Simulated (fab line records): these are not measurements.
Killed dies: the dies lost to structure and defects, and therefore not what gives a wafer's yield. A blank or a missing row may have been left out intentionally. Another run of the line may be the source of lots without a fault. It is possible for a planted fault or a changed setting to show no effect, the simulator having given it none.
What tool caused it? / flow rit_cmos / 42 wafers from 14 lots sampled at 3 of the route's 202 steps

WHAT THE GAUGES READ, wafer by wafer
RIT_M1_RS_MEAS_01: uses a four-point probe to measure.
lot=L266; measured=day 3 08:47; on=film_metro-01; M1_AL_RS (ohm/sq)=0.0726 0.0742 0.0734
lot=L267; measured=day 3 11:51; on=film_metro-04; M1_AL_RS (ohm/sq)=0.0728 0.0740 0.0740
lot=L268; measured=day 3 16:49; on=film_metro-04; M1_AL_RS (ohm/sq)=0.0748 0.0742 0.0753
lot=L269; measured=day 3 21:07; on=film_metro-01; M1_AL_RS (ohm/sq)=0.0739 0.0743 0.0747
lot=L271; measured=day 4 08:04; on=film_metro-01; M1_AL_RS (ohm/sq)=0.0725 0.0725 0.0727
lot=L272; measured=day 4 15:05; on=film_metro-02; M1_AL_RS (ohm/sq)=0.0731 0.0740 0.0746
lot=L273; measured=day 4 17:58; on=film_metro-02; M1_AL_RS (ohm/sq)=0.0735 0.0736 0.0740
lot=L274; measured=day 5 01:13; on=film_metro-02; M1_AL_RS (ohm/sq)=0.0740 0.0740 0.0736
lot=L276; measured=day 5 09:17; on=film_metro-01; M1_AL_RS (ohm/sq)=0.0733 0.0724 0.0732
lot=L278; measured=day 5 23:43; on=film_metro-01; M1_AL_RS (ohm/sq)=0.0723 0.0737 0.0731
lot=L279; measured=day 6 01:53; on=film_metro-02; M1_AL_RS (ohm/sq)=0.0733 0.0495 0.0726
lot=L281; measured=day 6 10:10; on=film_metro-04; M1_AL_RS (ohm/sq)=0.0739 0.0747 0.0502
lot=L287; measured=day 7 20:23; on=film_metro-04; M1_AL_RS (ohm/sq)=0.0750 0.0745 0.0745
lot=L288; measured=day 8 04:52; on=film_metro-01; M1_AL_RS (ohm/sq)=0.0729 0.0733 0.0731

RIT_M1_THK_MEAS_02: measures by xrf.
lot=L266; measured=day 3 08:54; on=film_metro-01; M1_AL_THK (nm)=406 396 402
lot=L267; measured=day 3 11:58; on=film_metro-04; M1_AL_THK (nm)=402 396 397
lot=L268; measured=day 3 16:56; on=film_metro-04; M1_AL_THK (nm)=393 398 393
lot=L269; measured=day 3 21:13; on=film_metro-01; M1_AL_THK (nm)=399 398 393
lot=L271; measured=day 4 08:11; on=film_metro-01; M1_AL_THK (nm)=412 408 410
lot=L272; measured=day 4 15:13; on=film_metro-02; M1_AL_THK (nm)=402 398 397
lot=L273; measured=day 4 18:05; on=film_metro-02; M1_AL_THK (nm)=399 401 395
lot=L274; measured=day 5 01:20; on=film_metro-02; M1_AL_THK (nm)=395 397 398
lot=L276; measured=day 5 09:24; on=film_metro-01; M1_AL_THK (nm)=403 409 406
lot=L278; measured=day 5 23:50; on=film_metro-01; M1_AL_THK (nm)=408 403 406
lot=L279; measured=day 6 01:59; on=film_metro-02; M1_AL_THK (nm)=404 595 407
lot=L281; measured=day 6 10:16; on=film_metro-04; M1_AL_THK (nm)=399 394 583
lot=L287; measured=day 7 20:30; on=film_metro-04; M1_AL_THK (nm)=393 396 393
lot=L288; measured=day 8 04:59; on=film_metro-01; M1_AL_THK (nm)=406 406 407

EACH LOT AND THE TOOL THAT RAN IT (in order: tool; ch and the chambers of the sampled wafers; start)
lot=L266; RIT_M1_SPUTTER_00=pvd_sputter-04, day 3 08:29
lot=L267; RIT_M1_SPUTTER_00=pvd_sputter-01, day 3 11:32
lot=L268; RIT_M1_SPUTTER_00=pvd_sputter-04, day 3 16:30
lot=L269; RIT_M1_SPUTTER_00=pvd_sputter-01, day 3 20:48
lot=L271; RIT_M1_SPUTTER_00=pvd_sputter-03, day 4 07:47
lot=L272; RIT_M1_SPUTTER_00=pvd_sputter-01, day 4 14:48
lot=L273; RIT_M1_SPUTTER_00=pvd_sputter-03, day 4 17:40
lot=L274; RIT_M1_SPUTTER_00=pvd_sputter-04, day 5 00:54
lot=L276; RIT_M1_SPUTTER_00=pvd_sputter-04, day 5 08:59
lot=L278; RIT_M1_SPUTTER_00=pvd_sputter-03, day 5 23:25
lot=L279; RIT_M1_SPUTTER_00=pvd_sputter-01, day 6 01:34
lot=L281; RIT_M1_SPUTTER_00=pvd_sputter-01, day 6 09:50
lot=L287; RIT_M1_SPUTTER_00=pvd_sputter-04, day 7 20:05
lot=L288; RIT_M1_SPUTTER_00=pvd_sputter-03, day 8 04:35
- RIT_M1_SPUTTER_00: material Al, target thk 400 nm, time 500 s.

WHAT THE TOOLS THEMSELVES READ (means of the sampled wafers that have a number; where no wafer has one, the mark that the record gives instead)
RIT_M1_SPUTTER_00.
lot=L266; tool=pvd_sputter-04; cathode_dc_power_W (W)=2000.1; throttle_valve_pct (%)=29.8
lot=L267; tool=pvd_sputter-01; cathode_dc_power_W (W)=2000.2; throttle_valve_pct (%)=29.7
lot=L268; tool=pvd_sputter-04; cathode_dc_power_W (W)=1999.8; throttle_valve_pct (%)=29.7
lot=L269; tool=pvd_sputter-01; cathode_dc_power_W (W)=2000.2; throttle_valve_pct (%)=28.6
lot=L271; tool=pvd_sputter-03; cathode_dc_power_W (W)=1999.7; throttle_valve_pct (%)=28.9
lot=L272; tool=pvd_sputter-01; cathode_dc_power_W (W)=2000.1; throttle_valve_pct (%)=30.0
lot=L273; tool=pvd_sputter-03; cathode_dc_power_W (W)=2000.3; throttle_valve_pct (%)=30.6
lot=L274; tool=pvd_sputter-04; cathode_dc_power_W (W)=2000.3; throttle_valve_pct (%)=29.9
lot=L276; tool=pvd_sputter-04; cathode_dc_power_W (W)=1999.8; throttle_valve_pct (%)=29.9
lot=L278; tool=pvd_sputter-03; cathode_dc_power_W (W)=2000.3; throttle_valve_pct (%)=29.4
lot=L279; tool=pvd_sputter-01; cathode_dc_power_W (W)=2302.6; throttle_valve_pct (%)=29.9
lot=L281; tool=pvd_sputter-01; cathode_dc_power_W (W)=2302.7; throttle_valve_pct (%)=30.2
lot=L287; tool=pvd_sputter-04; cathode_dc_power_W (W)=2000.1; throttle_valve_pct (%)=30.0
lot=L288; tool=pvd_sputter-03; cathode_dc_power_W (W)=1999.6; throttle_valve_pct (%)=29.3

THE ANSWER, worked out from the rows above alone
Rule: the lots themselves supply what counts as usual. Put in order of their means at a reading, lots are off if they are a third of the lots or fewer, leave a main group of 4 or more, and stand apart from it by a gap of 3 or more times the standard deviation of the main group's means; of several such gaps the widest counts. The tables above print the reading to a certain number of digits; a main group whose means all agree to those digits is not used. A lot without any number at a reading at which 4 lots or more have one is off too. All remaining lots with rows at the step are treated as sound. Order of review: gauges by route order, followed by the tools' own readings, for which a lot's mean as printed above is used. The first step at which some lot is off is used, and at that step the reading that is off furthest; a lot without a number counts as furthest.
Off: at RIT_M1_RS_MEAS_01 (M1_AL_RS), L279, L281. The main group has a mean of 0.0737 ohm/sq with a standard deviation of 0.00066.
A tool fits if, at a process step before that reading, it ran every lot that is off, and no sound lot after the first of them. The gauges at RIT_M1_RS_MEAS_01 aren't tried: what is off there is off at RIT_M1_SPUTTER_00 too, on other tools, and a gauge's error can't cause that. One fits: RIT_M1_SPUTTER_00 on pvd_sputter-01. Its last sound lot is L272 (day 4 14:48), its first lot that is off L279 (day 6 01:34): a fault that began between those two fits.
On the lots that are off, the tool's own readings at RIT_M1_SPUTTER_00 differ by more than 5 times the standard deviation of the sound lots' means, which bears it out; cathode_dc_power_W reads 2302.6 W there versus 2000.0 W on the sound lots.

WHAT HAD BEEN PUT IN BY THE SIMULATOR
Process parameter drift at RIT_M1_SPUTTER_00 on pvd_sputter-01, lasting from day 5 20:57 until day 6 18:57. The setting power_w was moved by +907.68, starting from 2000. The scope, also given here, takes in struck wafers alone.
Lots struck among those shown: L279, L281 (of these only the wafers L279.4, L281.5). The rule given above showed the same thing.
